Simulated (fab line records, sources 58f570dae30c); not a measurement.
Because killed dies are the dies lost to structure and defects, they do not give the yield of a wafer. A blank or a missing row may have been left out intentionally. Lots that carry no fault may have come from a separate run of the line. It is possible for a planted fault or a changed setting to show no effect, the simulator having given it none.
fab line records    flow berkeley-cmos170
[record] lots = 5  wafers = 15  last-day = 12
route steps=331 shown CONTACT@232 M1@238 M3@331
lots with no fault: from the same line, run without faults
start-h: start of the lot's first displayed wafer, in hours after the record's first day    wait-h: how many hours have passed since the lot's step before this one    " identical to the entry in the row above    L1.1+2: a row that stands for several wafers    - no value, or no start was given    * or withheld: withheld    < > ~ a bound
route shown NAME@n: NAME is a module with steps in the file, n the number in the route of the first one    usual: mean/standard deviation of fault-free wafers    same: alike in all rows    chamber/n: place in a boat    sites: the reading at each site    _std_site: the values' standard deviation    _edge_site: inner sites' mean taken away from outer sites' mean    radius-mm: how far each site lies from the wafer's centre    mask NAME#n: copy n    behind: tool/chamber where the wafer was last shaped    hold: why the lot went on hold/how many hours it stayed there/how the hold came to an end    device: which transistor (n, p or np) failed to switch    end of line: tests run on the same wafers once the route is complete    where a step has no rows: the recipe by itself    killed: count of dies lost to structure and defects at first sort (not the wafer's yield)    map: the dies of a wafer, with x for killed, . for not killed, _ for no die there
set.NAME: the setting as run; set.NAME@STEP: as run at that earlier step    model.NAME: the simulator's own value behind a step, which no gauge read
lots at selected steps of the route; one table per step, one row per wafer
services: a tool's chamber out of use, with start hour (start-h, from the record's first day; less than 0 if before it), hours out, and reason
[[steps]]
[step UCB170_CONTACT_OVL_MEAS_16]
[usual] CONTACT_OVL = 1/5.5
lot.wafer  tool        chamber  start-h  wait-h  CONTACT_OVL[nm]
L797.3     overlay-02  -        156.61   0.1     -4
L797.4     "           -        "        "       -8
L797.6     "           -        "        "       -5
L806.1     overlay-01  -        195.04   0.1     -5
L806.3     "           -        "        "       -3
L806.6     "           -        "        "       -5
L809.1     overlay-02  -        212.55   0.1     12
L809.5     "           -        "        "       10
L809.6     "           -        "        "       7
L819.1     overlay-01  -        251.99   0.1     5
L819.2     "           -        "        "       -7
L819.4     "           -        "        "       2
L817.3     overlay-01  -        252.64   0.1     9
L817.4     "           -        "        "       5
L817.5     "           -        "        "       4
[step UCB170_CONTACT_ETCH_17]
[recipe] chemistry = N2/H2  target-depth-a = withheld  overetch-a = withheld  target = BARC  time-s = withheld  source-w = 500  bias-w = 100  pressure-mtorr = 30  n2-flow-sccm = 100  h2-flow-sccm = 200
[usual] drypump-motor-current-A = 5.6/0.49  oes-product-au = 0.999/0.014  rf-fwd-power-W = 494.5/1.9  throttle-valve-pct = 13.25/0.17
lot.wafer  tool         chamber  start-h  wait-h  drypump-motor-current-A  oes-product-au  rf-fwd-power-W  throttle-valve-pct
L797.3     rie-diel-04  1        156.64   0.0     5.0                      0.968           493.0           13.27
L797.4     "            2        "        "       5.5                      0.974           494.6           13.20
L797.6     "            2        "        "       5.6                      0.988           497.0           13.19
L806.1     rie-diel-04  3        195.08   0.0     5.5                      1.011           496.3           13.31
L806.3     "            0        "        "       6.7                      1.001           492.0           13.36
L806.6     "            0        "        "       6.7                      1.001           492.5           13.34
L809.1     rie-diel-04  3        212.59   0.0     5.6                      1.004           494.5           13.32
L809.5     "            2        "        "       5.6                      0.978           497.3           13.20
L809.6     "            3        "        "       5.5                      1.005           493.7           13.33
L819.1     rie-diel-02  3        252.03   0.0     5.9                      0.998           494.7           13.49
L819.2     "            2        "        "       5.5                      1.011           491.0           12.98
L819.4     "            0        "        "       4.8                      1.022           498.0           13.33
L817.3     rie-diel-02  0        252.66   0.0     4.9                      1.018           494.6           13.32
L817.4     "            1        "        "       5.7                      1.001           492.1           13.29
L817.5     "            3        "        "       5.9                      0.978           494.1           13.51
[step UCB170_CONTACT_ETCH_18]
[recipe] chemistry = CHF3/CF4/Ar  target = PSG  stop-on = TiSi2  CHF3_flow_sccm = 45  cf4-flow-sccm = 15  Ar_flow_sccm = 150  pressure-mtorr = 200  rf-w = 700  target-depth-a = 8400  over-etch-frac = 0.2  time-s = 195
[usual] drypump-motor-current-A = 5.6/0.49  oes-product-au = 0.893/0.012  rf-fwd-power-W = 697.5/2.3  throttle-valve-pct = 6.89/0.12
lot.wafer  tool         chamber  start-h  wait-h  drypump-motor-current-A  oes-product-au  rf-fwd-power-W  rf-hours-counter-h  throttle-valve-pct
L797.3     rie-diel-04  1        -        -       5.0                      0.864           698.8           146                 6.92
L797.4     "            2        "        "       5.6                      0.885           696.8           71                  6.78
L797.6     "            2        "        "       5.6                      0.876           697.9           -                   6.77
L806.1     rie-diel-04  3        -        -       5.5                      0.897           693.5           96                  6.93
L806.3     "            0        "        "       6.8                      0.903           694.9           22                  7.01
L806.6     "            0        "        "       6.7                      0.906           700.1           -                   6.99
L809.1     rie-diel-04  3        -        -       5.5                      0.894           696.7           98                  6.92
L809.5     "            2        "        "       5.6                      0.883           697.7           -                   6.78
L809.6     "            3        "        "       5.5                      0.898           694.8           -                   6.92
L819.1     rie-diel-02  3        -        -       5.9                      0.884           701.0           29                  7.08
L819.2     "            2        "        "       5.5                      0.897           693.5           109                 6.73
L819.4     "            0        "        "       4.9                      0.911           700.7           20                  6.93
L817.3     rie-diel-02  0        -        -       4.8                      0.913           700.6           20                  6.93
L817.4     "            1        "        "       5.8                      0.898           696.0           5                   6.95
L817.5     "            3        "        "       5.9                      0.886           695.2           -                   7.09
[step UCB170_CONTACT_STRIP_19]
[recipe] chemistry = O2  power-w = 400  pressure-mtorr = 3500  platen-temp-c = withheld  o2-flow-sccm = 400  overash-fraction = 0.5
[usual] drypump-motor-current-A = 5.4/0.49  oes-product-au = 0.725/0.0042
lot.wafer  tool             chamber  start-h  wait-h  drypump-motor-current-A  oes-product-au  rf-hours-counter-h
L797.3     plasma-asher-03  1        156.84   -       5.2                      0.725           -
L797.4     "                0        "        "       5.2                      0.725           -
L797.6     "                1        "        "       5.2                      0.720           -
L806.1     plasma-asher-03  1        195.24   -       5.2                      0.733           51
L806.3     "                1        "        "       5.2                      0.726           -
L806.6     "                1        "        "       5.2                      0.732           -
L809.1     plasma-asher-03  1        212.76   -       5.2                      0.725           53
L809.5     "                0        "        "       5.2                      0.727           -
L809.6     "                1        "        "       5.2                      0.720           -
L819.1     plasma-asher-03  0        252.19   -       5.2                      0.722           58
L819.2     "                1        "        "       5.2                      0.718           58
L819.4     "                1        "        "       5.2                      0.723           -
L817.3     plasma-asher-03  0        252.86   -       5.2                      0.718           -
L817.4     "                1        "        "       5.2                      0.721           -
L817.5     "                1        "        "       5.1                      0.727           -
[step UCB170_CONTACT_CD_MEAS_90]
[recipe] target-cd-nm = 700
[usual] cd-nm = 700.4/1.5
lot.wafer  tool       chamber  start-h  wait-h  cd-nm
L797.3     cd-sem-01  -        156.94   0.1     700.6
L797.4     "          -        "        "       700.2
L797.6     "          -        "        "       700.4
L806.1     cd-sem-01  -        195.34   0.1     696.8
L806.3     "          -        "        "       699.3
L806.6     "          -        "        "       697.4
L809.1     cd-sem-01  -        212.86   0.1     701.3
L809.5     "          -        "        "       700.8
L809.6     "          -        "        "       699.3
L819.1     cd-sem-02  -        252.29   0.1     700.5
L819.2     "          -        "        "       702.4
L819.4     "          -        "        "       701.1
L817.3     cd-sem-01  -        252.97   0.1     699.5
L817.4     "          -        "        "       700.1
L817.5     "          -        "        "       699.8
[step UCB170_CONTACT_CLEAN_20]
[recipe] chemistry = SPM  temp-c = 120  time-s = 600
[step UCB170_M1_SPUTTER_00]
[recipe] material = Al  target-thk-nm = 600  time-s = 80  power-w = 6000  chamber-pressure-pa = 0.4902
[usual] throttle-valve-pct = 30.1/0.86
lot.wafer  tool            chamber  start-h  wait-h  throttle-valve-pct
L797.3     pvd-sputter-02  -        157.29   0.0     29.1
L797.4     "               -        "        "       31.0
L797.6     "               -        "        "       28.9
L806.1     pvd-sputter-02  -        195.64   0.0     30.4
L806.3     "               -        "        "       29.9
L806.6     "               -        "        "       30.6
L809.1     pvd-sputter-02  -        213.25   0.0     29.1
L809.5     "               -        "        "       28.8
L809.6     "               -        "        "       31.1
L819.1     pvd-sputter-03  -        253.76   0.0     30.1
L819.2     "               -        "        "       29.1
L819.4     "               -        "        "       29.8
L817.3     pvd-sputter-03  -        253.82   0.1     28.8
L817.4     "               -        "        "       30.1
L817.5     "               -        "        "       30.1
[step UCB170_M1_RS_MEAS_01]
[recipe] thk-meas-gauge = four-point-probe  reads = Al_of_M1_SPUTTER_00
[usual] M1_AL_RS = 0.0482/0.00049
lot.wafer  tool           chamber  start-h  wait-h  M1_AL_RS[ohm/sq]
L797.3     film-metro-03  -        157.39   0.1     0.0482
L797.4     "              -        "        "       0.0489
L797.6     "              -        "        "       0.0480
L806.1     film-metro-03  -        195.70   0.0     0.0482
L806.3     "              -        "        "       0.0485
L806.6     "              -        "        "       0.0477
L809.1     film-metro-02  -        213.31   0.0     0.0476
L809.5     "              -        "        "       0.0476
L809.6     "              -        "        "       0.0480
L819.1     film-metro-01  -        253.82   0.0     0.0480
L819.2     "              -        "        "       0.0475
L819.4     "              -        "        "       0.0477
L817.3     film-metro-01  -        254.04   0.2     0.0491
L817.4     "              -        "        "       0.0488
L817.5     "              -        "        "       0.0485
[step UCB170_M1_THK_MEAS_02]
[recipe] thk-meas-gauge = xrf  reads = Al_of_M1_SPUTTER_00
[usual] M1_AL_THK = 609/6.6
lot.wafer  tool           chamber  start-h  wait-h  M1_AL_THK[nm]
L797.3     film-metro-03  -        157.49   0.1     611
L797.4     "              -        "        "       602
L797.6     "              -        "        "       615
L806.1     film-metro-03  -        195.82   0.1     607
L806.3     "              -        "        "       605
L806.6     "              -        "        "       616
L809.1     film-metro-02  -        213.43   0.1     616
L809.5     "              -        "        "       616
L809.6     "              -        "        "       612
L819.1     film-metro-01  -        253.94   0.1     607
L819.2     "              -        "        "       616
L819.4     "              -        "        "       612
L817.3     film-metro-01  -        254.14   0.1     597
L817.4     "              -        "        "       598
L817.5     "              -        "        "       600
[step UCB170_M1_COAT_03]
[recipe] resist = BARC  temp-c = withheld  time-s = withheld  spin-rpm = 3000  resist-thk-nm = withheld
[step UCB170_M1_COAT_04]
[recipe] resist = KrF  spin-rpm = 1500  resist-thk-nm = 900
[step UCB170_M1_SOFTBAKE_05]
[recipe] resist = KrF  temp-c = 130  time-s = 60
[step UCB170_M1_EXPOSE_06]
[recipe] mask-id = METAL1  target-cd-nm = 700  na = 0.5  sigma-outer = 0.6  source-shape = conventional  dose-mj = 21
[usual] exposure-dose-mJ-cm2 = 21.003/0.021
lot.wafer  tool            chamber  start-h  wait-h  mask         exposure-dose-mJ-cm2
L797.3     krf-scanner-01  0        158.18   -       METAL1#0     21.009
L797.4     "               0        "        "       METAL1#0     20.984
L797.6     "               0        "        "       METAL1#0     20.992
L806.1     krf-scanner-02  0        196.45   -       METAL1#0     21.040
L806.3     "               0        "        "       METAL1#0     21.045
L806.6     "               0        "        "       METAL1#0     21.022
L809.1     krf-scanner-01  0        214.81   -       METAL1_R1#0  20.960
L809.5     "               0        "        "       METAL1_R1#0  21.000
L809.6     "               0        "        "       METAL1_R1#0  20.978
L819.1     krf-scanner-02  0        255.06   -       METAL1#0     20.995
L819.2     "               0        "        "       METAL1#0     21.020
L819.4     "               0        "        "       METAL1#0     21.005
L817.3     krf-scanner-02  0        255.58   -       METAL1#0     21.010
L817.4     "               0        "        "       METAL1#0     20.996
L817.5     "               0        "        "       METAL1#0     21.003
[step UCB170_M1_PEB_07]
[recipe] peb-temp-c = 130  peb-time-s = withheld  resist = KrF
[step UCB170_M1_DEVELOP_08]
[recipe] developer = TMAH  develop-time-s = 45  resist = KrF  dev-temp-c = 21
[step UCB170_M1_CD_MEAS_09]
[recipe] target-cd-nm = 700
[usual] cd-nm = 700.1/1.3
lot.wafer  tool       chamber  start-h  wait-h  cd-nm
L797.3     cd-sem-01  -        159.01   -       702.1
L797.4     "          -        "        "       700.8
L797.6     "          -        "        "       701.1
L806.1     cd-sem-02  -        197.16   -       699.6
L806.3     "          -        "        "       698.6
L806.6     "          -        "        "       699.5
L809.1     cd-sem-01  -        216.23   -       615.8
L809.5     "          -        "        "       614.7
L809.6     "          -        "        "       613.2
L819.1     cd-sem-01  -        255.79   -       699.1
L819.2     "          -        "        "       699.7
L819.4     "          -        "        "       698.8
L817.3     cd-sem-02  -        256.10   -       699.2
L817.4     "          -        "        "       699.9
L817.5     "          -        "        "       701.2
[step UCB170_M1_OVL_MEAS_10]
[usual] M1_OVL = 1/5.6
lot.wafer  tool        chamber  start-h  wait-h  M1_OVL[nm]
L797.3     overlay-01  -        159.10   0.1     0
L797.4     "           -        "        "       8
L797.6     "           -        "        "       4
L806.1     overlay-02  -        197.28   0.1     1
L806.3     "           -        "        "       -1
L806.6     "           -        "        "       1
L809.1     overlay-01  -        216.35   0.1     -3
L809.5     "           -        "        "       -8
L809.6     "           -        "        "       -12
L819.1     overlay-02  -        255.91   0.1     -12
L819.2     "           -        "        "       -1
L819.4     "           -        "        "       -7
L817.3     overlay-02  -        256.20   0.1     8
L817.4     "           -        "        "       3
L817.5     "           -        "        "       10
[step UCB170_M1_ETCH_11]
[recipe] chemistry = N2/H2  target-depth-a = withheld  overetch-a = withheld  target = BARC  time-s = withheld  source-w = 500  bias-w = 100  pressure-mtorr = 30  n2-flow-sccm = 100  h2-flow-sccm = 200
[usual] drypump-motor-current-A = 5.8/0.47  oes-product-au = 0.997/0.015  rf-fwd-power-W = 495.5/2.1  throttle-valve-pct = 13.26/0.19
lot.wafer  tool         chamber  start-h  wait-h  drypump-motor-current-A  oes-product-au  rf-fwd-power-W  throttle-valve-pct  model.M1.cd-nm
L797.3     rie-diel-03  1        159.13   0.0     6.6                      1.025           496.9           13.12               702.8
L797.4     "            3        "        "       5.3                      0.998           498.0           13.15               701.3
L797.6     "            3        "        "       5.3                      1.009           495.7           13.15               701.2
L806.1     rie-diel-01  0        197.31   0.0     5.6                      0.995           496.8           13.55               699.6
L806.3     "            3        "        "       5.1                      1.007           491.6           13.01               698.5
L806.6     "            0        "        "       5.6                      0.999           497.9           13.55               699.5
L809.1     rie-diel-03  3        216.39   0.0     5.3                      0.997           497.4           13.13               615.7
L809.5     "            2        "        "       6.0                      0.995           498.9           13.35               614.2
L809.6     "            3        "        "       5.3                      0.992           498.7           13.15               613
L819.1     rie-diel-03  1        255.94   0.0     6.6                      1.000           494.5           13.07               699.5
L819.2     "            0        "        "       6.2                      0.959           500.1           13.51               699.7
L819.4     "            1        "        "       6.6                      0.998           494.7           13.09               698.9
L817.3     rie-diel-01  0        256.22   0.0     5.6                      1.005           493.1           13.56               699.1
L817.4     "            2        "        "       6.0                      1.011           497.1           13.20               699.2
L817.5     "            3        "        "       5.1                      1.019           493.6           13.00               701.2
[step UCB170_M1_METAL_ETCH_12]
[recipe] chemistry = Cl2/BCl3  target = Al  stop-on = PSG  pressure-mtorr = 12  target-depth-a = 7800  over-etch-frac = 0.3  time-s = 130  icp-w = 600  bias-w = 120  Cl2_flow_sccm = 90  bcl3-flow-sccm = 45
[usual] drypump-motor-current-A = 5.6/0.39  oes-product-au = 0.862/0.0093  rf-fwd-power-W = 597.0/2.2  throttle-valve-pct = 24.18/0.22
lot.wafer  tool          chamber  start-h  wait-h  drypump-motor-current-A  oes-product-au  rf-fwd-power-W  rf-hours-counter-h  throttle-valve-pct  model.M1.cd-nm
L797.3     rie-metal-01  0        159.21   -       5.1                      0.862           596.6           -                   24.11               702.2
L797.4     "             1        "        "       5.9                      0.857           600.7           -                   24.28               700.8
L797.6     "             1        "        "       5.9                      0.862           600.2           -                   24.28               700.9
L806.1     rie-metal-01  1        197.35   -       5.9                      0.868           600.7           2                   24.28               700.3
L806.3     "             0        "        "       5.1                      0.853           598.7           -                   24.09               698.8
L806.6     "             0        "        "       5.1                      0.866           593.9           -                   24.11               698.6
L809.1     rie-metal-03  1        216.43   -       6.3                      0.875           593.5           7                   24.55               614.7
L809.5     "             1        "        "       6.2                      0.873           596.8           -                   24.52               612.4
L809.6     "             0        "        "       5.4                      0.857           598.6           -                   23.91               611.3
L819.1     rie-metal-02  0        256.01   -       5.5                      0.879           594.7           11                  24.27               697.7
L819.2     "             1        "        "       5.3                      0.853           598.0           13                  23.97               698.6
L819.4     "             0        "        "       5.5                      0.881           595.3           -                   24.26               697.4
L817.3     rie-metal-02  1        256.31   -       5.3                      0.852           597.8           -                   23.95               695.3
L817.4     "             0        "        "       5.4                      0.870           595.9           -                   24.27               696.7
L817.5     "             0        "        "       5.5                      0.870           595.5           -                   24.28               698.4
[step UCB170_M1_STRIP_13]
[recipe] chemistry = O2  power-w = 400  pressure-mtorr = 3500  platen-temp-c = withheld  o2-flow-sccm = 400  overash-fraction = 0.5
[usual] drypump-motor-current-A = 6.0/0.46  oes-product-au = 0.721/0.0045
lot.wafer  tool             chamber  start-h  wait-h  drypump-motor-current-A  oes-product-au  rf-hours-counter-h
L797.3     plasma-asher-03  1        159.33   0.1     5.2                      0.720           -
L797.4     "                0        "        "       5.3                      0.721           -
L797.6     "                0        "        "       5.2                      0.712           -
L806.1     plasma-asher-03  1        197.49   0.1     5.2                      0.719           51
L806.3     "                0        "        "       5.2                      0.717           -
L806.6     "                0        "        "       5.3                      0.716           -
L809.1     plasma-asher-04  0        216.56   0.1     6.3                      0.719           37
L809.5     "                0        "        "       6.3                      0.714           -
L809.6     "                1        "        "       6.3                      0.717           -
L819.1     plasma-asher-04  1        256.14   0.1     6.3                      0.723           42
L819.2     "                0        "        "       6.2                      0.722           42
L819.4     "                1        "        "       6.3                      0.720           -
L817.3     plasma-asher-04  1        256.43   0.1     6.3                      0.718           -
L817.4     "                0        "        "       6.2                      0.720           -
L817.5     "                1        "        "       6.3                      0.722           -
[step UCB170_M3_PROBE_99]
lot.wafer  tool       chamber  start-h  wait-h  model.etest.m1.width-nm
L797.3     prober-02  -        175.83   0.2     706.2
L797.4     prober-02  -        175.88   0.2     699.9
L797.6     prober-02  -        175.98   0.2     705
L806.1     prober-01  -        218.43   0.2     700
L806.3     prober-01  -        218.53   0.2     696.1
L806.6     prober-01  -        218.68   0.3     700.7
L809.1     prober-02  -        237.94   0.1     610.4
L809.5     prober-02  -        238.14   0.2     613.5
L809.6     prober-02  -        238.19   0.2     611.6
L819.1     prober-02  -        278.36   0.1     691.4
L819.2     prober-02  -        278.41   0.1     697.5
L819.4     prober-02  -        278.51   0.2     694.8
L817.3     prober-01  -        278.74   0.2     697.7
L817.4     prober-01  -        278.79   0.2     689.6
L817.5     prober-01  -        278.84   0.2     701.4
// killed by level:class
L797.3 NWELL:area-etch=2 SILICIDE:geometric-particle:short=1 V1:geometric-particle:open=1 PWELL:area-etch=1
L797.4 WELLDRIVE:geometric-particle:short=1 GATE:geometric-particle:short=1 GATE:geometric-particle:open=1 SPACER:geometric-particle:short=1 SILICIDE:geometric-particle:open=1 M2:geometric-particle:short=1 V2:geometric-particle:open=1
L797.6 GATE:geometric-particle:short=1 SILICIDE:geometric-particle:open=1
L806.1 GATE:geometric-particle:open=2
L806.3 PWELL:area-etch=2 SPACER:geometric-particle:short=1 M1:geometric-particle:open=1
L806.6 START:geometric-particle:open=1 FIELD:geometric-particle:short=1 GATE:geometric-particle:short=1 V1:geometric-particle:short=1 ACTIVE:area-etch=1
L819.1 SPACER:geometric-particle:short=1 SILICIDE:geometric-particle:open=1 M3:geometric-particle:short=1 M3:geometric-particle:open=1
L819.2 START:geometric-particle:short=1 WELLDRIVE:geometric-particle:short=1 SILICIDE:geometric-particle:short=1 M3:geometric-particle:short=1
L819.4 SPACER:geometric-particle:open=1 CONTACT:geometric-particle:short=1
L817.3 SILICIDE:geometric-particle:short=1 M1:geometric-particle:short=1 V1:geometric-particle:short=1
L817.4 SCREENOX:geometric-particle:open=1 SILICIDE:geometric-particle:open=1 M1:geometric-particle:short=1 V1:geometric-particle:open=1 M3:geometric-particle:short=1 ACTIVE:area-etch=1
L817.5 FIELD:geometric-particle:open=1 V1:geometric-particle:open=1 M3:geometric-particle:short=1
[[services]]
tool             chamber  start-h  hours  kind
krf-scanner-02   -        133.11   0.8    repair
rie-diel-02      2        139.37   2.4    repair
krf-scanner-02   -        141.38   1.3    pm
rie-diel-02      -        142.58   0.1    repair
rie-diel-02      0        143.66   12.6   repair
pvd-sputter-02   -        146.78   9.1    repair
krf-scanner-02   -        149.68   1.0    pm
rie-metal-01     -        150.18   0.8    repair
plasma-asher-04  -        153.10   4.3    pm
krf-scanner-02   -        156.25   0.3    repair
krf-scanner-01   -        172.36   1.0    pm
pvd-sputter-03   -        197.81   13.0   repair
rie-diel-04      1        200.40   -      clean
rie-diel-04      1        200.40   25.5   scheduled-down
rie-diel-01      0        209.05   9.8    repair
krf-scanner-02   -        214.71   3.0    pm
rie-diel-02      -        218.60   14.6   pm
rie-diel-03      -        223.06   2.8    pm
pvd-sputter-02   -        226.95   8.3    repair
krf-scanner-02   -        231.60   0.8    pm
krf-scanner-02   -        233.50   4.4    pm
krf-scanner-01   -        233.51   2.6    repair
rie-diel-04      0        234.33   7.2    repair
rie-diel-03      2        254.67   11.5   repair
[[key]]
[first-sign] step = UCB170_M1_EXPOSE_06  reading = mask  direction = changed
[effect] step = UCB170_M1_CD_MEAS_09  reading = cd-nm  direction = down  sigmas = 64  usual = 700.1  struck = 614.6
[model-effect] step = UCB170_M1_ETCH_11  value = M1.cd-nm  without = 698.3  struck = 614.3
[model-effect] step = UCB170_M1_METAL_ETCH_12  value = M1.cd-nm  without = 696.8  struck = 612.8
[model-effect] step = UCB170_M3_PROBE_99  value = etest.m1.width-nm  without = 695.9  struck = 611.9
met-at UCB170_M1_EXPOSE_06
struck-wafers L809.1,L809.5,L809.6
sort-left-out L809.1,L809.5,L809.6
onset-between 158.18 214.81
[fault] kind = wrong-mask  tool = any  chamber = -  onset-h = 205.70  steps = UCB170_M1_EXPOSE_06  aux-copy = METAL1_R1#0  cd-offset-nm = -84  scope = struck-lots-only
// sort-left-out: the simulated sort isn't trusted on such a fault, so these wafers' sort isn't shown, and their yield isn't known
